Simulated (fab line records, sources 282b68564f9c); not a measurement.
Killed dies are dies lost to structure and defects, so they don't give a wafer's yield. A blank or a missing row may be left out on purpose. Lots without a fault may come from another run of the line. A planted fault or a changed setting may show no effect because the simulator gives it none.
fab line records | flow rit_cmos
record lots=7 wafers=21 last_day=4
route steps=202 shown NSD@138 PSD@142 SDANNEAL@153
lots that met no fault: from a run of the same line without faults
start_h: hours from the record's first day to the start of the lot's first wafer shown | wait_h: hours since the lot's step before | " the same as in the row above | L1.1+2: a row that stands for several wafers | - no value, or no start given | * or withheld: withheld | < > ~ a bound
route shown NAME@n: a module of which the file shows steps, and the number in the route of the first | usual: mean/standard deviation of fault-free wafers | same: alike in all rows | chamber/n: place in a boat | sites: the reading at each site | _std_site: their standard deviation | _edge_site: outer sites' mean less inner sites' | radius_mm: how far each site lies from the wafer's centre | mask NAME#n: copy n | behind: the tool/chamber that last shaped the wafer | hold: why the lot was held/for how many hours/how that ended | device: the transistor (n, p or np) that didn't switch | end of line: the same wafers' tests at the end of the route | a step without rows: its recipe alone | killed: dies lost to structure and defects at the first sort, not the wafer's yield | map: a wafer's dies, x killed, . not, _ none there
set.NAME: the setting as run; set.NAME@STEP: as run at that earlier step | model.NAME: the simulator's own value behind a step, which no gauge read
lots at some steps of the route; a table a step, a row a wafer
services: from which hour (start_h, from the record's first day; less than 0 if before it) a tool's chamber was out of use, for how many hours, and why
## steps
# step RIT_NSD_HARDBAKE_07
# recipe resist=NOVOLAK temp_c=140 time_s=60
# step RIT_NSD_IMPLANT_08
# recipe species=P energy_kev=25 dose_cm2=1e+15 tilt_deg=7
# step RIT_NSD_STRIP_09
# recipe chemistry=O2 time_s=180 resist=NOVOLAK platen_temp_c=withheld power_w=500 pressure_mtorr=4000 o2_flow_sccm=4000
# usual chamber_pressure_mTorr=4000/3.8 drypump_motor_current_A=5.7/0.49
# columns lot.wafer tool chamber start_h wait_h chamber_pressure_mTorr drypump_motor_current_A rf_hours_counter_h
L706.2 plasma_asher-04 1 47.97 0.1 4005 6.3 41
L706.3 " 0 " " 4003 5.9 -
L706.6 " 1 " " 3998 6.3 -
L707.3 plasma_asher-02 1 52.24 0.1 4010 5.1 -
L707.5 " 1 " " 3997 5.1 -
L707.6 " 0 " " 3999 6.1 -
L709.2 plasma_asher-02 0 64.68 0.1 3996 6.2 26
L709.4 " 0 " " 3994 6.2 -
L709.6 " 0 " " 3997 6.1 -
L710.4 plasma_asher-04 0 68.54 0.1 4002 5.9 -
L710.5 " 1 " " 3994 6.3 -
L710.6 " 0 " " 4010 5.9 -
L711.2 plasma_asher-02 0 73.11 0.1 4000 6.1 27
L711.4 " 1 " " 3998 5.1 -
L711.6 " 1 " " 4000 5.1 -
L712.1 plasma_asher-02 1 77.78 0.1 3993 5.1 27
L712.2 " 0 " " 4005 6.1 27
L712.3 " 0 " " 3996 6.1 -
L713.3 plasma_asher-02 0 85.07 0.1 4002 6.1 -
L713.4 " 1 " " 4004 5.1 -
L713.6 " 1 " " 3996 5.1 -
# step RIT_NSD_TW_MEAS_10
# usual NSD_TW=3134/23
# columns lot.wafer tool chamber start_h wait_h NSD_TW
L706.2 film_metro-04 - 48.15 0.1 3164
L706.3 " - " " 3166
L706.6 " - " " 3165
L707.3 film_metro-04 - 52.37 0.1 3177
L707.5 " - " " 3178
L707.6 " - " " 3164
L709.2 film_metro-04 - 64.86 0.1 3163
L709.4 " - " " 3154
L709.6 " - " " 3160
L710.4 film_metro-04 - 68.69 0.1 3168
L710.5 " - " " 3166
L710.6 " - " " 3161
L711.2 film_metro-01 - 73.30 0.1 3081
L711.4 " - " " 3111
L711.6 " - " " 3101
L712.1 film_metro-04 - 77.95 0.1 3168
L712.2 " - " " 3176
L712.3 " - " " 3155
L713.3 film_metro-01 - 85.20 0.1 3109
L713.4 " - " " 3099
L713.6 " - " " 3108
# step RIT_PSD_HMDS_00
# recipe prime_time_s=60 prime_temp_c=140
# step RIT_PSD_COAT_01
# recipe resist=NOVOLAK spin_rpm=3250 resist_thk_nm=1000
# step RIT_PSD_SOFTBAKE_02
# recipe resist=NOVOLAK temp_c=90 time_s=60
# step RIT_PSD_EXPOSE_03
# recipe mask_id=M10 na=0.57 target_cd_nm=40900 dose_mj=250
# step RIT_PSD_PEB_04
# recipe resist=NOVOLAK temp_c=withheld time_s=withheld
# step RIT_PSD_DEVELOP_05
# recipe resist=NOVOLAK develop_time_s=50 dev_temp_c=23
# step RIT_PSD_OVL_MEAS_06
# usual PSD_OVL=-1.2/1.2
# columns lot.wafer tool chamber start_h wait_h PSD_OVL[nm]
L706.2 overlay-01 - 49.06 - -0.3
L706.3 " - " " -1.5
L706.6 " - " " -1.8
L707.3 overlay-02 - 53.27 - -1.0
L707.5 " - " " -2.6
L707.6 " - " " -1.5
L709.2 overlay-01 - 65.84 - -1.1
L709.4 " - " " -1.4
L709.6 " - " " -0.3
L710.4 overlay-02 - 69.71 - -1.3
L710.5 " - " " -3.3
L710.6 " - " " -3.9
L711.2 overlay-01 - 74.33 - -2.7
L711.4 " - " " -2.4
L711.6 " - " " -1.7
L712.1 overlay-01 - 78.99 - -0.4
L712.2 " - " " -0.9
L712.3 " - " " 0.1
L713.3 overlay-01 - 86.23 - -3.7
L713.4 " - " " -1.8
L713.6 " - " " 0.0
# step RIT_PSD_HARDBAKE_07
# recipe resist=NOVOLAK temp_c=140 time_s=60
# step RIT_PSD_IMPLANT_08
# recipe species=BF2 energy_kev=27 dose_cm2=5e+15 tilt_deg=7
# usual implant_ion_amu=49/0
# columns lot.wafer tool chamber start_h wait_h implant_ion_amu model.implant.drp_nm model.implant.rp_nm
L706.2 implanter-01 0 49.27 0.1 49 12.05 21.62
L706.3 " 0 " " 49 12.05 21.62
L706.6 " 0 " " 49 12.05 21.62
L707.3 implanter-03 0 53.50 0.1 49 12.05 23.23
L707.5 " 0 " " 49 12.05 23.23
L707.6 " 0 " " 49 12.05 23.23
L709.2 implanter-02 0 66.05 0.1 49 12.05 21.57
L709.4 " 0 " " 49 12.05 21.57
L709.6 " 0 " " 49 12.05 21.57
L710.4 implanter-01 0 69.95 0.1 49 12.05 22.3
L710.5 " 0 " " 49 12.05 22.3
L710.6 " 0 " " 49 12.05 22.3
L711.2 implanter-02 0 74.53 0.1 75 8.906 19.92
L711.4 " 0 " " 75 8.906 19.92
L711.6 " 0 " " 75 8.906 19.92
L712.1 implanter-01 0 79.17 0.1 75 8.906 19.81
L712.2 " 0 " " 75 8.906 19.81
L712.3 " 0 " " 75 8.906 19.81
L713.3 implanter-01 0 86.46 0.1 75 8.906 19.5
L713.4 " 0 " " 75 8.906 19.5
L713.6 " 0 " " 75 8.906 19.5
# step RIT_PSD_STRIP_09
# recipe chemistry=O2 time_s=180 resist=NOVOLAK platen_temp_c=withheld power_w=500 pressure_mtorr=4000 o2_flow_sccm=4000
# usual chamber_pressure_mTorr=4000/3.9 drypump_motor_current_A=5.6/0.45
# columns lot.wafer tool chamber start_h wait_h chamber_pressure_mTorr drypump_motor_current_A rf_hours_counter_h
L706.2 plasma_asher-03 1 49.39 0.1 3999 6.1 42
L706.3 " 1 " " 4001 6.1 -
L706.6 " 0 " " 3998 5.2 -
L707.3 plasma_asher-03 0 53.66 0.1 3999 5.1 -
L707.5 " 0 " " 3995 5.1 -
L707.6 " 1 " " 3997 6.1 -
L709.2 plasma_asher-03 0 66.17 0.1 4001 5.2 43
L709.4 " 1 " " 4002 6.1 -
L709.6 " 1 " " 3994 6.1 -
L710.4 plasma_asher-01 1 70.08 0.1 3997 5.9 -
L710.5 " 0 " " 3998 5.5 -
L710.6 " 1 " " 4003 5.9 -
L711.2 plasma_asher-02 0 74.66 0.1 4003 6.1 27
L711.4 " 0 " " 4004 6.1 -
L711.6 " 1 " " 4008 5.1 -
L712.1 plasma_asher-03 0 79.32 0.1 4001 5.2 45
L712.2 " 1 " " 4006 6.1 45
L712.3 " 1 " " 3994 6.1 -
L713.3 plasma_asher-02 1 86.61 0.1 4000 5.1 -
L713.4 " 0 " " 4000 6.1 -
L713.6 " 1 " " 3998 5.1 -
# step RIT_PSD_TW_MEAS_10
# usual PSD_TW=3446/26
# columns lot.wafer tool chamber start_h wait_h PSD_TW
L706.2 film_metro-01 - 49.58 0.1 3427
L706.3 " - " " 3432
L706.6 " - " " 3441
L707.3 film_metro-04 - 53.79 0.1 3489
L707.5 " - " " 3498
L707.6 " - " " 3494
L709.2 film_metro-03 - 66.36 0.1 3410
L709.4 " - " " 3423
L709.6 " - " " 3409
L710.4 film_metro-01 - 70.23 0.1 3417
L710.5 " - " " 3420
L710.6 " - " " 3422
L711.2 film_metro-01 - 74.84 0.1 3457
L711.4 " - " " 3452
L711.6 " - " " 3457
L712.1 film_metro-04 - 79.50 0.1 3520
L712.2 " - " " 3528
L712.3 " - " " 3538
L713.3 film_metro-01 - 86.75 0.1 3453
L713.4 " - " " 3452
L713.6 " - " " 3438
# step RIT_SDANNEAL_CLEAN_00
# recipe chemistry=SC1 mix=3:3:50 time_s=600 temp_c=75
# step RIT_SDANNEAL_CLEAN_01
# recipe chemistry=dHF dilution=50:1 time_s=30
# step RIT_SDANNEAL_CLEAN_02
# recipe chemistry=SC2 mix=3:3:50 time_s=600 temp_c=75 dry=n2_spin
# step RIT_SDANNEAL_RTA_03
# recipe temp_c=1050 time_s=5 idle_temp_c=600 ramp_up_c_per_s=342 ramp_down_c_per_s=171 cool_to_c=600 ambient=N2
# usual wafer_temp_C_max=1053.7/1.3
# columns lot.wafer tool chamber start_h wait_h wafer_temp_C_max
L706.2 rtp_anneal-02 0 50.00 0.0 1053.2
L706.3 " 0 " " 1052.1
L706.6 " 0 " " 1053.7
L707.3 rtp_anneal-01 0 54.22 0.0 1053.3
L707.5 " 0 " " 1055.3
L707.6 " 0 " " 1054.5
L709.2 rtp_anneal-01 0 66.80 0.0 1055.5
L709.4 " 0 " " 1055.7
L709.6 " 0 " " 1052.6
L710.4 rtp_anneal-02 0 70.69 0.0 1052.7
L710.5 " 0 " " 1056.1
L710.6 " 0 " " 1051.3
L711.2 rtp_anneal-01 0 75.30 0.0 1054.9
L711.4 " 0 " " 1054.5
L711.6 " 0 " " 1054.1
L712.1 rtp_anneal-02 0 79.92 0.0 1052.2
L712.2 " 0 " " 1053.4
L712.3 " 0 " " 1054.0
L713.3 rtp_anneal-01 0 87.18 0.0 1054.5
L713.4 " 0 " " 1054.2
L713.6 " 0 " " 1054.7
# step RIT_SDANNEAL_RS_MEAS_04
# recipe thk_meas_gauge=four-point-probe
# usual PSD_RS=115.90/0.26
# columns lot.wafer tool chamber start_h wait_h PSD_RS[ohm/sq]
L706.2 film_metro-03 - 50.07 0.1 116.01
L706.3 " - " " 116.35
L706.6 " - " " 115.96
L707.3 film_metro-03 - 54.30 0.1 116.15
L707.5 " - " " 115.85
L707.6 " - " " 115.86
L709.2 film_metro-04 - 66.87 0.1 115.92
L709.4 " - " " 115.89
L709.6 " - " " 115.96
L710.4 film_metro-04 - 70.78 0.1 115.94
L710.5 " - " " 116.47
L710.6 " - " " 115.99
L711.2 film_metro-01 - 75.37 0.1 50.44
L711.4 " - " " 50.48
L711.6 " - " " 50.35
L712.1 film_metro-01 - 79.98 0.0 50.58
L712.2 " - " " 50.44
L712.3 " - " " 50.36
L713.3 film_metro-03 - 87.26 0.1 50.66
L713.4 " - " " 50.60
L713.6 " - " " 50.59
# step RIT_SDANNEAL_RS_MEAS_05
# recipe thk_meas_gauge=four-point-probe
# usual NSD_RS=84.62/0.27
# columns lot.wafer tool chamber start_h wait_h NSD_RS[ohm/sq]
L706.2 film_metro-03 - 50.19 0.1 84.48
L706.3 " - " " 84.67
L706.6 " - " " 84.47
L707.3 film_metro-03 - 54.42 0.1 84.64
L707.5 " - " " 84.46
L707.6 " - " " 84.66
L709.2 film_metro-04 - 66.99 0.1 84.73
L709.4 " - " " 85.02
L709.6 " - " " 84.85
L710.4 film_metro-04 - 70.90 0.1 84.73
L710.5 " - " " 84.78
L710.6 " - " " 84.48
L711.2 film_metro-01 - 75.49 0.1 84.79
L711.4 " - " " 84.80
L711.6 " - " " 84.90
L712.1 film_metro-01 - 80.10 0.1 84.67
L712.2 " - " " 84.76
L712.3 " - " " 84.43
L713.3 film_metro-03 - 87.38 0.1 84.87
L713.4 " - " " 84.74
L713.6 " - " " 84.47
## services
# columns tool chamber start_h hours kind
plasma_asher-02 - 25.15 1.0 repair
implanter-02 - 25.20 4.3 repair
plasma_asher-04 - 71.89 1.8 repair
plasma_asher-03 - 86.78 4.0 pm
## key
first_sign step=RIT_PSD_IMPLANT_08 reading=implant_ion_amu direction=up sigmas=99+ usual=49 struck=75
effect step=RIT_PSD_TW_MEAS_10 reading=PSD_TW direction=up sigmas=1.2 usual=3446 struck=3477
effect step=RIT_SDANNEAL_RS_MEAS_04 reading=PSD_RS direction=down sigmas=99+ usual=115.90 struck=50.50
model_effect step=RIT_PSD_IMPLANT_08 value=implant.drp_nm without=12.05 struck=8.906
met_at RIT_PSD_IMPLANT_08
struck_wafers L711.2,L711.4,L711.6,L712.1,L712.2,L712.3,L713.3,L713.4,L713.6
sort_left_out L711.2,L711.4,L711.6,L712.1,L712.2,L712.3,L713.3,L713.4,L713.6
tester_left_out L711,L712,L713
onset_between 69.95 74.53
fault kind=wrong_recipe_download tool=implanter-01,implanter-02,implanter-03 chamber=- onset_h=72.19 steps=RIT_PSD_IMPLANT_08 wrong_recipe.not_listed=1
# tester_left_out: of these lots the tester's yield and bins aren't shown, on N5 and GAA mostly nor the transistor test; their killed dies are dies lost to structure and defects alone, not to doping, threshold or leakage, so they don't give the yield
# sort_left_out: the simulated sort isn't trusted on such a fault, so these wafers' sort isn't shown, and their yield isn't known
